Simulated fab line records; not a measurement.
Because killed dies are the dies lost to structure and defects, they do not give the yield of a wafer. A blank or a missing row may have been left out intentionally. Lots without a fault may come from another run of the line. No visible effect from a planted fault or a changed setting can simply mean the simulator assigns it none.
2 desks looking at one fault / flow berkeleyCmos170 / every desk sees just its own numbers, and what lay behind them comes last

TOOL OWNER'S DESK, rieDiel-02
The tool's own readings at UCB170_CONTACT_ETCH_17 (etches BARC in N2/H2): means of the sampled wafers that have a number, for each lot that ran on this tool. A lot is out of limits, marked OUT, if its mean lies more than 4 standard deviations from the usual mean; the brackets give that distance.
Columns: A = biasW at UCB170_CONTACT_ETCH_17, usual 100.0 W; B = chamberPressureMTorr at UCB170_CONTACT_ETCH_17, usual 30.001 mTorr; C = drypumpMotorCurrentA at UCB170_CONTACT_ETCH_17, usual 5.7 A; D = oesProductAu at UCB170_CONTACT_ETCH_17, usual 0.999 a.u.; E = rfFwdPowerW at UCB170_CONTACT_ETCH_17, usual 494.1 W; F = throttleValvePct at UCB170_CONTACT_ETCH_17, usual 13.30 %
lot=L305; first seen here=day 10 22:02; A=100.0; B=30.012; C=5.6; D=1.009; E=493.3; F=13.42
lot=L317; first seen here=day 12 09:35; A=100.1; B=30.014; C=5.8; D=1.003; E=494.4; F=13.25
lot=L319; first seen here=day 12 13:41; A=100.4; B=30.021; C=5.7; D=1.007; E=494.3; F=13.40
This desk's verdict: no lot among the 3 shows anything out of limits.

AT THE METROLOGY DESK
Lot by lot, what the gauges showed, no matter which tool ran the lot: averages of those sampled wafers that carry a number. A lot is out of limits, marked OUT, if its mean lies more than 4 standard deviations from the usual mean; the brackets give that distance.
Columns: A = cdNm at UCB170_CONTACT_CD_MEAS_90, usual 700.1 nm
lot=L301; first seen here=day 9 09:31; A=698.7
lot=L302; first seen here=day 9 10:22; A=701.4
lot=L303; first seen here=day 10 03:07; A=699.8
lot=L306; first seen here=day 10 19:41; A=701.5
lot=L305; first seen here=day 10 22:21; A=701.2
lot=L307; first seen here=day 10 22:38; A=700.6
lot=L311; first seen here=day 11 15:22; A=700.9
lot=L317; first seen here=day 12 09:54; A=700.3
lot=L318; first seen here=day 12 10:37; A=700.8
lot=L319; first seen here=day 12 13:58; A=700.5
lot=L321; first seen here=day 13 09:58; A=700.7
lot=L322; first seen here=day 13 16:03; A=700.8
This desk's verdict: no lot among the 12 shows anything out of limits.

ALL TOGETHER
Nothing out of limits was seen by the tool owner's desk.
The metrology desk saw nothing out of limits.

WHAT WAS PUT IN BY THE SIMULATOR
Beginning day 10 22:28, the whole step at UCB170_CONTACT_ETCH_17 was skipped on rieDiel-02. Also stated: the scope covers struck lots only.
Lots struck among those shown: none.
